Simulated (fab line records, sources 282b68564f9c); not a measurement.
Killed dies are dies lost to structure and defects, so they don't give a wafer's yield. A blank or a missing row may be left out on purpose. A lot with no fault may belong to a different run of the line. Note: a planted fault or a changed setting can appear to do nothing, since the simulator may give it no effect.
Code-filled problem report in 8D (eight disciplines) form ; flow rit_cmos ; the parts of the form that need people (team, actions taken, sign-off) are left out

== 1. THE ISSUE ==
Wafers without a fault read 0.4000 Pa, standard deviation 0.00078; chamber_pressure_pa at RIT_M1_SPUTTER_00 reads a mean of 0.3583 Pa on 2 wafers belonging to 2 lots. Relative to the usual mean, that is a shift of -53 standard deviations.
The step: material Al, target thk 400 nm, time 500 s.
Earliest sighting: wafer L498.5 on pvd_sputter-01 at day 7 07:33. At this step, 40 wafers from 14 lots have a number in the record. Rule for "out", or "out of limits": more than 4 standard deviations from the usual mean. The other wafers with a number count as sound.

== 2. WHAT IT IS; WHAT IT IS NOT ==
question;is;is not
which readings at this step;chamber_pressure_pa;cathode_dc_power_W
which lots;L498, L500;L479, L480, L482, L484, L485, L486, L487, L488, L489, L490, L491, L493
which wafers of those lots;L498.5, L500.1;L500.4, L500.5
read on which tools;pvd_sputter-01;pvd_sputter-02, pvd_sputter-04
when;from day 7 07:33;"up to then (36 sound wafers); but 2 sound wafers of L500 came after"

== 3. SUSPECTS, AND WHAT RULES EACH OUT ==
Counting: a tool at a process step up to the reading stays a suspect if it ran every lot that is out. Sound lots after the first of them don't rule it out here, since some wafers of a struck lot are sound.
- pvd_sputter-01 at RIT_M1_SPUTTER_00 (material Al, target thk 400 nm, time 500 s): kept. Every lot that is out went through it, the first being L498 (day 7 07:33); the last sound lot it ran before that was L490 (day 5 16:54). Its own chamber_pressure_pa readings are out on those wafers.
Remaining after the count: pvd_sputter-01 at RIT_M1_SPUTTER_00.

== 4. THE CAUSE (what the simulator had put in) ==
Drift in process parameters on pvd_sputter-01 at RIT_M1_SPUTTER_00, starting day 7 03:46. Setting chamber_pressure_pa, moved by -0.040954, from 0.4. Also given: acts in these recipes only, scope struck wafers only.
Only this tool survived the counting.

== 5. SEQUENCE OF EFFECTS, ordered by route ==
One row per reading whose mean, taken over the struck wafers that have a number, lies over 3 standard deviations from the usual. Readings are gone through only where the record gives a usual standard deviation; hours: the median, over the lots, of the time from a lot's start at the first step in this table giving one to that lot's start at this step; sigmas: the change measured in usual standard deviations.
hours;step;reading;usual;on struck wafers;change;sigmas
0;RIT_M1_SPUTTER_00;chamber_pressure_pa;0.4000 Pa;0.3583;-0.0417;-53
4;RIT_M1_PROBE_99;sort_bin_3_pad_short;0.1 %;0.8;+0.7;+3.0
Here are the process steps it includes:
- RIT_M1_SPUTTER_00: material Al, target thk 400 nm, time 500 s.
- RIT_M1_PROBE_99

== 6. WHAT WOULD HAVE CAUGHT IT SOONER ==
First out-of-limits reading in this record: day 7 07:33, which is 4 hours after fault onset at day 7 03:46.
